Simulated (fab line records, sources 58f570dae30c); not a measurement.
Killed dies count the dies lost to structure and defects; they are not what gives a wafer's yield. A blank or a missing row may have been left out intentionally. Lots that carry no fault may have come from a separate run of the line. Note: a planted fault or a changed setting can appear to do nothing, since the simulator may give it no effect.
fab line records    flow berkeley_cmos170    part 2 of 2: steps 32 to 43 of 43
record lots=5  wafers=15  last_day=11
route steps=331 shown NWELL@29 PWELL@34 WELLDRIVE@55 ACTIVE@60
lots with no fault: from the same line, run without faults
start_h: hours from the record's opening day to when the first of the lot's shown wafers began    wait_h: hours elapsed since this lot's preceding step    " identical to the entry in the row above    L1.1+2: one row covering several wafers at once    - no value present, or no start provided    * or withheld: withheld    < > ~ a bound
route shown NAME@n: NAME is a module with steps in the file, n the number in the route of the first one    usual: mean and standard deviation over wafers with no fault    same: alike in all rows    chamber/n: place in a boat    sites: each site's reading    _std_site: the values' standard deviation    _edge_site: outer sites' mean less inner sites'    radius_mm: for every site, how far away it sits from the centre of the wafer    mask NAME#n: copy n    behind: tool/chamber where the wafer was last shaped    hold: cause of the lot's hold/its duration in hours/its outcome    device: the transistor (n, p or np) that didn't switch    end of line: tests run on the same wafers once the route is complete    where a step has no rows: the recipe by itself    killed: count of dies lost to structure and defects at first sort (not the wafer's yield)    map: a wafer's dies, marking killed ones x, the rest . and places with no die _
set.NAME: the setting that was run; set.NAME@STEP: the one run at that earlier step    model.NAME: the simulator's own value behind a step, which no gauge read
lots at some steps of the route; a table a step, a row a wafer
services: the hour from which a tool's chamber was out of use, counted from the record's first day as start_h (under 0 if before that day), plus the number of hours and why
## steps
# step UCB170_ACTIVE_CLEAN_00
# recipe chemistry=SPM  temp_c=120  time_s=600
lot.wafer   tool          chamber  start_h  wait_h
L076.3+4+5  wet_bench-04  3        79.05    0.7
L078.1+4+5  wet_bench-02  1        92.03    0.0
L081.2+3+6  wet_bench-04  1        104.06   0.0
L084.2+3+5  wet_bench-02  1        119.32   0.0
L097.2+5+6  wet_bench-02  3        172.67   0.1
# step UCB170_ACTIVE_CLEAN_01
# recipe chemistry=dHF  dilution=25:1  time_s=60
lot.wafer   tool          chamber  start_h  wait_h
L076.3+4+5  wet_bench-04  3        79.23    0.0
L078.1+4+5  wet_bench-04  1        92.20    0.0
L081.2+3+6  wet_bench-04  2        104.44   0.2
L084.2+3+5  wet_bench-04  0        119.49   0.0
L097.2+5+6  wet_bench-04  1        172.85   0.0
# step UCB170_ACTIVE_OXIDATION_02
# recipe temp_c=1000  ambient=O2  target_thk_a=264  ox_time_s=1260
lot.wafer   tool        chamber  start_h  wait_h
L076.3+4+5  furnace-04  0        86.04    6.8
L078.1+4+5  furnace-03  0        99.28    7.1
L081.2+3+6  furnace-03  0        106.63   2.2
L084.2+3+5  furnace-01  0        121.96   2.4
L097.2+5+6  furnace-01  0        173.52   0.6
# step UCB170_ACTIVE_THK_MEAS_03
# recipe reads=SiO2_of_ACTIVE_OXIDATION_02
# usual ACTIVE_OXIDE_THK=26.3/0.43
lot.wafer  tool           chamber  start_h  wait_h  ACTIVE_OXIDE_THK[nm]
L076.3     film_metro-04  -        87.41    0.0     26.7
L076.4     "              -        "        "       26.1
L076.5     "              -        "        "       25.9
L078.1     film_metro-01  -        100.69   0.1     26.0
L078.4     "              -        "        "       25.8
L078.5     "              -        "        "       26.1
L081.2     film_metro-04  -        107.99   0.0     26.8
L081.3     "              -        "        "       27.0
L081.6     "              -        "        "       26.7
L084.2     film_metro-02  -        123.32   0.0     25.7
L084.3     "              -        "        "       26.1
L084.5     "              -        "        "       26.0
L097.2     film_metro-04  -        174.88   0.0     26.9
L097.5     "              -        "        "       27.0
L097.6     "              -        "        "       26.7
# step UCB170_ACTIVE_ANNEAL_04
# recipe temp_c=1000  time_s=900  ambient=N2
lot.wafer   tool        chamber  start_h  wait_h
L076.3+4+5  furnace-01  0        92.51    5.1
L078.1+4+5  furnace-01  0        104.84   4.1
L081.2+3+6  furnace-01  0        112.26   4.3
L084.2+3+5  furnace-01  0        126.31   3.0
L097.2+5+6  furnace-01  0        177.45   2.6
# step UCB170_ACTIVE_CVD_05
# recipe material=Si3N4  target_thk_nm=220  temp_c=800  precursor=SiH2Cl2/NH3  time_s=3300  pressure_mtorr=200  sih2cl2_flow_sccm=25  nh3_flow_sccm=75
# usual pressure_mtorr=200.0/0.41
lot.wafer  tool      chamber  start_h  wait_h  pressure_mtorr
L076.3     lpcvd-01  1        93.76    0.0     199.8
L076.4     "         1        "        "       200.2
L076.5     "         1        "        "       199.9
L078.1     lpcvd-01  0        106.09   0.0     200.3
L078.4     "         0        "        "       201.0
L078.5     "         0        "        "       200.7
L081.2     lpcvd-02  0        113.51   0.0     200.3
L081.3     "         0        "        "       200.5
L081.6     "         0        "        "       200.7
L084.2     lpcvd-02  0        128.52   1.0     200.1
L084.3     "         0        "        "       200.0
L084.5     "         0        "        "       200.1
L097.2     lpcvd-01  0        179.43   0.7     199.6
L097.5     "         0        "        "       200.1
L097.6     "         0        "        "       200.7
# step UCB170_ACTIVE_THK_MEAS_06
# recipe reads=Si3N4_of_ACTIVE_CVD_05
# usual ACTIVE_NITRIDE_THK=220.1/2
lot.wafer  tool           chamber  start_h  wait_h  ACTIVE_NITRIDE_THK[nm]
L076.3     film_metro-02  -        95.69    0.0     221.5
L076.4     "              -        "        "       219.5
L076.5     "              -        "        "       221.4
L078.1     film_metro-02  -        108.04   0.0     221.5
L078.4     "              -        "        "       218.4
L078.5     "              -        "        "       219.4
L081.2     film_metro-02  -        115.49   0.1     219.2
L081.3     "              -        "        "       219.6
L081.6     "              -        "        "       219.7
L084.2     film_metro-01  -        130.44   0.0     220.4
L084.3     "              -        "        "       217.6
L084.5     "              -        "        "       219.6
L097.2     film_metro-04  -        181.36   0.0     220.4
L097.5     "              -        "        "       219.5
L097.6     "              -        "        "       219.6
# step UCB170_ACTIVE_HMDS_07
# recipe prime_time_s=60  prime_temp_c=100
# usual exhaust_pa=45.1/0.91
lot.wafer  tool            chamber  start_h  wait_h  exhaust_pa
L076.3     litho_track-04  0        95.78    0.1     44.1
L076.4     "               0        "        "       45.3
L076.5     "               0        "        "       45.7
L078.1     litho_track-01  0        108.47   0.4     44.3
L078.4     "               0        "        "       43.8
L078.5     "               0        "        "       42.6
L081.2     litho_track-03  0        115.98   0.5     45.3
L081.3     "               0        "        "       45.8
L081.6     "               0        "        "       46.2
L084.2     litho_track-04  0        130.52   0.1     46.0
L084.3     "               0        "        "       46.7
L084.5     "               0        "        "       46.3
L097.2     litho_track-03  0        182.55   1.2     44.6
L097.5     "               0        "        "       45.2
L097.6     "               0        "        "       45.9
# step UCB170_ACTIVE_COAT_08
# recipe resist=KrF  spin_rpm=1500  resist_thk_nm=900
# usual exhaust_pa=45.0/0.99
lot.wafer  tool            chamber  start_h  wait_h  exhaust_pa
L076.3     litho_track-04  0        95.93    0.1     42.6
L076.4     "               0        "        "       43.9
L076.5     "               0        "        "       44.9
L078.1     litho_track-01  0        108.62   0.1     45.0
L078.4     "               0        "        "       44.6
L078.5     "               0        "        "       45.2
L081.2     litho_track-03  0        116.13   0.1     43.3
L081.3     "               0        "        "       43.6
L081.6     "               0        "        "       45.1
L084.2     litho_track-04  0        130.67   0.1     45.5
L084.3     "               0        "        "       45.5
L084.5     "               0        "        "       45.4
L097.2     litho_track-03  0        182.70   0.1     43.3
L097.5     "               0        "        "       43.7
L097.6     "               0        "        "       44.3
# step UCB170_ACTIVE_SOFTBAKE_09
# recipe resist=KrF  temp_c=130  time_s=60
# usual exhaust_pa=44.8/0.98
lot.wafer  tool            chamber  start_h  wait_h  exhaust_pa
L076.3     litho_track-04  0        96.08    0.1     46.1
L076.4     "               0        "        "       44.3
L076.5     "               0        "        "       44.1
L078.1     litho_track-01  0        108.77   0.1     45.8
L078.4     "               0        "        "       46.3
L078.5     "               0        "        "       46.2
L081.2     litho_track-03  0        116.28   0.1     44.8
L081.3     "               0        "        "       45.6
L081.6     "               0        "        "       44.5
L084.2     litho_track-04  0        130.82   0.1     45.1
L084.3     "               0        "        "       45.3
L084.5     "               0        "        "       44.9
L097.2     litho_track-03  0        182.85   0.1     45.6
L097.5     "               0        "        "       45.2
L097.6     "               0        "        "       45.2
# step UCB170_ACTIVE_EXPOSE_10
# recipe mask_id=ACTIVE  target_cd_nm=1200  na=0.5  sigma_outer=0.6  source_shape=conventional  dose_mj=20
# usual focus_offset_nm=0.0/0.49
lot.wafer  tool            chamber  start_h  wait_h  mask      focus_offset_nm
L076.3     krf_scanner-02  0        96.22    0.1     ACTIVE#0  -0.3
L076.4     "               0        "        "       ACTIVE#0  0.1
L076.5     "               0        "        "       ACTIVE#0  -1.0
L078.1     krf_scanner-02  0        109.19   0.4     ACTIVE#0  0.8
L078.4     "               0        "        "       ACTIVE#0  -0.5
L078.5     "               0        "        "       ACTIVE#0  0.2
L081.2     krf_scanner-01  0        116.68   0.4     ACTIVE#0  0.7
L081.3     "               0        "        "       ACTIVE#0  0.9
L081.6     "               0        "        "       ACTIVE#0  -0.2
L084.2     krf_scanner-01  0        130.96   0.1     ACTIVE#0  0.2
L084.3     "               0        "        "       ACTIVE#0  0.7
L084.5     "               0        "        "       ACTIVE#0  0.6
L097.2     krf_scanner-02  0        183.12   0.2     ACTIVE#0  -0.7
L097.5     "               0        "        "       ACTIVE#0  -0.3
L097.6     "               0        "        "       ACTIVE#0  -0.4
# step UCB170_ACTIVE_PEB_11
# recipe peb_temp_c=130  peb_time_s=withheld  resist=KrF
# usual exhaust_pa=44.9/0.93
lot.wafer  tool            chamber  start_h  wait_h  exhaust_pa
L076.3     litho_track-04  0        96.78    0.5     46.4
L076.4     "               0        "        "       45.1
L076.5     "               0        "        "       46.4
L078.1     litho_track-04  0        109.83   0.6     44.3
L078.4     "               0        "        "       44.7
L078.5     "               0        "        "       43.1
L081.2     litho_track-04  0        116.80   0.1     43.7
L081.3     "               0        "        "       44.2
L081.6     "               0        "        "       43.9
L084.2     litho_track-03  0        131.09   0.1     45.3
L084.3     "               0        "        "       44.9
L084.5     "               0        "        "       44.7
L097.2     litho_track-04  0        184.18   1.0     46.4
L097.5     "               0        "        "       45.2
L097.6     "               0        "        "       46.3
## services
tool             chamber  start_h  hours  kind
krf_scanner-02   -        33.75    3.0    repair
furnace-02       -        35.75    3.5    pm
furnace-03       -        35.98    3.8    pm
rie_diel-01      1        46.83    7.5    repair
implanter-03     -        50.65    6.8    repair
furnace-02       -        61.07    3.3    pm
krf_scanner-01   -        65.08    1.3    pm
krf_scanner-02   -        67.42    1.3    pm
rie_diel-01      3        68.73    12.7   repair
furnace-04       -        75.76    4.2    pm
implanter-03     -        78.88    15.8   repair
furnace-03       -        80.88    3.9    pm
furnace-04       -        87.39    34.0   pm
krf_scanner-01   -        94.03    0.8    pm
krf_scanner-01   -        102.25   1.0    pm
krf_scanner-02   -        106.63   1.0    pm
furnace-02       -        109.38   4.3    pm
krf_scanner-01   -        141.52   0.8    repair
rie_diel-01      -        147.94   4.0    pm
rie_diel-01      2        160.63   11.7   repair
plasma_asher-03  -        165.06   2.8    pm
plasma_asher-03  -        176.56   14.6   pm
furnace-02       -        183.19   5.7    repair
krf_scanner-02   -        183.70   0.8    pm
